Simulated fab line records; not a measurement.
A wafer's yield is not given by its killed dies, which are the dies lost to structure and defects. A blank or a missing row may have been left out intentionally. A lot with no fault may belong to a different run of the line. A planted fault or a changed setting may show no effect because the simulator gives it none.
Lot-split experiment || flow berkeley-cmos170 || on a route of 331 steps: 5 lots, 23 wafers read

THE SPLIT ITSELF
At UCB170_PWELL_COAT_08 (resist thk 900 nm), the setting resist-thk-nm was moved away from the recipe's 900 nm on 11 of the 23 wafers read, by -5.3% to +3.7%. This setting was run at the recipe's value on the other wafers.

The split's own step is where the reading is taken.

THE READING
KrF_of_PWELL_COAT_08.thk-nm (the simulator's own value, which no gauge read), in nm, at UCB170_PWELL_COAT_08 (resist thk 900 nm). There is no usual value for it anywhere in the file. Across the 12 wafers here that went through the recipe, the average is 902.5 nm and the standard deviation 2.1 nm.

{"wafer": "L075.1", "tool, chamber at the split": "litho-track-01, 0", "resist-thk-nm as run, nm": 851.9, "against the recipe": "-5.3%", "KrF_of_PWELL_COAT_08.thk-nm, nm": 855.3, "against lot-mates on the recipe": -47.7}
{"wafer": "L075.2", "tool, chamber at the split": "litho-track-01, 0", "resist-thk-nm as run, nm": 851.9, "against the recipe": "-5.3%", "KrF_of_PWELL_COAT_08.thk-nm, nm": 855.1, "against lot-mates on the recipe": -47.9}
{"wafer": "L075.3", "tool, chamber at the split": "litho-track-01, 0", "resist-thk-nm as run, nm": 851.9, "against the recipe": "-5.3%", "KrF_of_PWELL_COAT_08.thk-nm, nm": 850.9, "against lot-mates on the recipe": -52.1}
{"wafer": "L075.4", "tool, chamber at the split": "litho-track-01, 0", "resist-thk-nm as run, nm": 900, "against the recipe": "recipe", "KrF_of_PWELL_COAT_08.thk-nm, nm": 903.4, "against lot-mates on the recipe": "-"}
{"wafer": "L075.5", "tool, chamber at the split": "litho-track-01, 0", "resist-thk-nm as run, nm": 900, "against the recipe": "recipe", "KrF_of_PWELL_COAT_08.thk-nm, nm": 902.6, "against lot-mates on the recipe": "-"}
{"wafer": "L076.1", "tool, chamber at the split": "litho-track-02, 0", "resist-thk-nm as run, nm": 900, "against the recipe": "recipe", "KrF_of_PWELL_COAT_08.thk-nm, nm": 903, "against lot-mates on the recipe": "-"}
{"wafer": "L076.4", "tool, chamber at the split": "litho-track-02, 0", "resist-thk-nm as run, nm": 900, "against the recipe": "recipe", "KrF_of_PWELL_COAT_08.thk-nm, nm": 899.2, "against lot-mates on the recipe": "-"}
{"wafer": "L076.6", "tool, chamber at the split": "litho-track-02, 0", "resist-thk-nm as run, nm": 900, "against the recipe": "recipe", "KrF_of_PWELL_COAT_08.thk-nm, nm": 901.7, "against lot-mates on the recipe": "-"}
{"wafer": "L077.1", "tool, chamber at the split": "litho-track-01, 0", "resist-thk-nm as run, nm": 933.2, "against the recipe": "+3.7%", "KrF_of_PWELL_COAT_08.thk-nm, nm": 935.9, "against lot-mates on the recipe": "+31.7"}
{"wafer": "L077.2", "tool, chamber at the split": "litho-track-01, 0", "resist-thk-nm as run, nm": 900, "against the recipe": "recipe", "KrF_of_PWELL_COAT_08.thk-nm, nm": 905, "against lot-mates on the recipe": "-"}
{"wafer": "L077.3", "tool, chamber at the split": "litho-track-01, 0", "resist-thk-nm as run, nm": 900, "against the recipe": "recipe", "KrF_of_PWELL_COAT_08.thk-nm, nm": 904, "against lot-mates on the recipe": "-"}
{"wafer": "L077.5", "tool, chamber at the split": "litho-track-01, 0", "resist-thk-nm as run, nm": 933.2, "against the recipe": "+3.7%", "KrF_of_PWELL_COAT_08.thk-nm, nm": 938.1, "against lot-mates on the recipe": "+33.9"}
{"wafer": "L077.6", "tool, chamber at the split": "litho-track-01, 0", "resist-thk-nm as run, nm": 900, "against the recipe": "recipe", "KrF_of_PWELL_COAT_08.thk-nm, nm": 903.6, "against lot-mates on the recipe": "-"}
{"wafer": "L081.1", "tool, chamber at the split": "litho-track-02, 0", "resist-thk-nm as run, nm": 872.9, "against the recipe": "-3.0%", "KrF_of_PWELL_COAT_08.thk-nm, nm": 875.6, "against lot-mates on the recipe": -28.9}
{"wafer": "L081.2", "tool, chamber at the split": "litho-track-02, 0", "resist-thk-nm as run, nm": 900, "against the recipe": "recipe", "KrF_of_PWELL_COAT_08.thk-nm, nm": 906.2, "against lot-mates on the recipe": "-"}
{"wafer": "L081.3", "tool, chamber at the split": "litho-track-02, 0", "resist-thk-nm as run, nm": 900, "against the recipe": "recipe", "KrF_of_PWELL_COAT_08.thk-nm, nm": 902.8, "against lot-mates on the recipe": "-"}
{"wafer": "L081.4", "tool, chamber at the split": "litho-track-02, 0", "resist-thk-nm as run, nm": 872.9, "against the recipe": "-3.0%", "KrF_of_PWELL_COAT_08.thk-nm, nm": 875.3, "against lot-mates on the recipe": -29.2}
{"wafer": "L081.5", "tool, chamber at the split": "litho-track-02, 0", "resist-thk-nm as run, nm": 872.9, "against the recipe": "-3.0%", "KrF_of_PWELL_COAT_08.thk-nm, nm": 877.2, "against lot-mates on the recipe": -27.3}
{"wafer": "L083.1", "tool, chamber at the split": "litho-track-04, 0", "resist-thk-nm as run, nm": 926.6, "against the recipe": "+3.0%", "KrF_of_PWELL_COAT_08.thk-nm, nm": 926.6, "against lot-mates on the recipe": "+27.1"}
{"wafer": "L083.2", "tool, chamber at the split": "litho-track-04, 0", "resist-thk-nm as run, nm": 900, "against the recipe": "recipe", "KrF_of_PWELL_COAT_08.thk-nm, nm": 899.6, "against lot-mates on the recipe": "-"}
{"wafer": "L083.4", "tool, chamber at the split": "litho-track-04, 0", "resist-thk-nm as run, nm": 900, "against the recipe": "recipe", "KrF_of_PWELL_COAT_08.thk-nm, nm": 899.4, "against lot-mates on the recipe": "-"}
{"wafer": "L083.5", "tool, chamber at the split": "litho-track-04, 0", "resist-thk-nm as run, nm": 926.6, "against the recipe": "+3.0%", "KrF_of_PWELL_COAT_08.thk-nm, nm": 927, "against lot-mates on the recipe": "+27.5"}
{"wafer": "L083.6", "tool, chamber at the split": "litho-track-04, 0", "resist-thk-nm as run, nm": 926.6, "against the recipe": "+3.0%", "KrF_of_PWELL_COAT_08.thk-nm, nm": 925.8, "against lot-mates on the recipe": "+26.3"}

THE FIT
A straight line over all 23 wafers: KrF_of_PWELL_COAT_08.thk-nm changes by +8.93 nm for each +1% of resist-thk-nm; r = +1.00; the points scatter about the line by 2.1 nm.
The same after taking each lot's own level away (the mean of its wafers on the recipe; 23 wafers): +9.17 nm for each +1%; r = +1.00; scatter 1.3 nm.
That fit puts the effect of the largest move of resist-thk-nm on the reading at 49 nm.
The lots' own levels span 899.50 to 904.50 nm, that is 2.4 times the standard deviation above.
Hence the lot-to-lot level has little effect on the slope; both slopes agree.
Check: with one of the wafers moved furthest among these (-5.3%) left out of the fit, the line predicts -49.6 nm for it against its lot-mates. Against them it came out at -47.7 nm.

OTHER SPLITS ON THESE WAFERS
Before the reading, these wafers also passed through other splits. Each is held against what the fit with the lots' levels taken away leaves over:
{"other split on the same wafers": "UCB170_START_OXIDATION_02 ox-time-s", "wafers away from the commonest value": 15, "r with KrF_of_PWELL_COAT_08.thk-nm (lot level and that fit taken away)": -0.03}
{"other split on the same wafers": "UCB170_ZERO_STRIP_07 o2-flow-sccm", "wafers away from the commonest value": 8, "r with KrF_of_PWELL_COAT_08.thk-nm (lot level and that fit taken away)": -0.05}

THE WHOLE CHAIN: every reading that the file lists as answering this split, in the file's order
{"step": "UCB170_PWELL_COAT_08", "what it does": "resist thk 900 nm", "reading": "KrF_of_PWELL_COAT_08.thk-nm (the simulator's own value, which no gauge read)", "change (the file's fit)": "+9.16 nm for each +1% of the setting", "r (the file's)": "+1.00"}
{"step": "UCB170_PWELL_STRIP_16", "what it does": "strips in O2", "reading": "strip-time-to-endpoint-s", "change (the file's fit)": "withheld for each +1% of the setting", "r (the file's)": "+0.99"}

FILE'S OWN FIT
KrF_of_PWELL_COAT_08.thk-nm changes by +9.16 nm for each +1% of resist-thk-nm, r = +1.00.
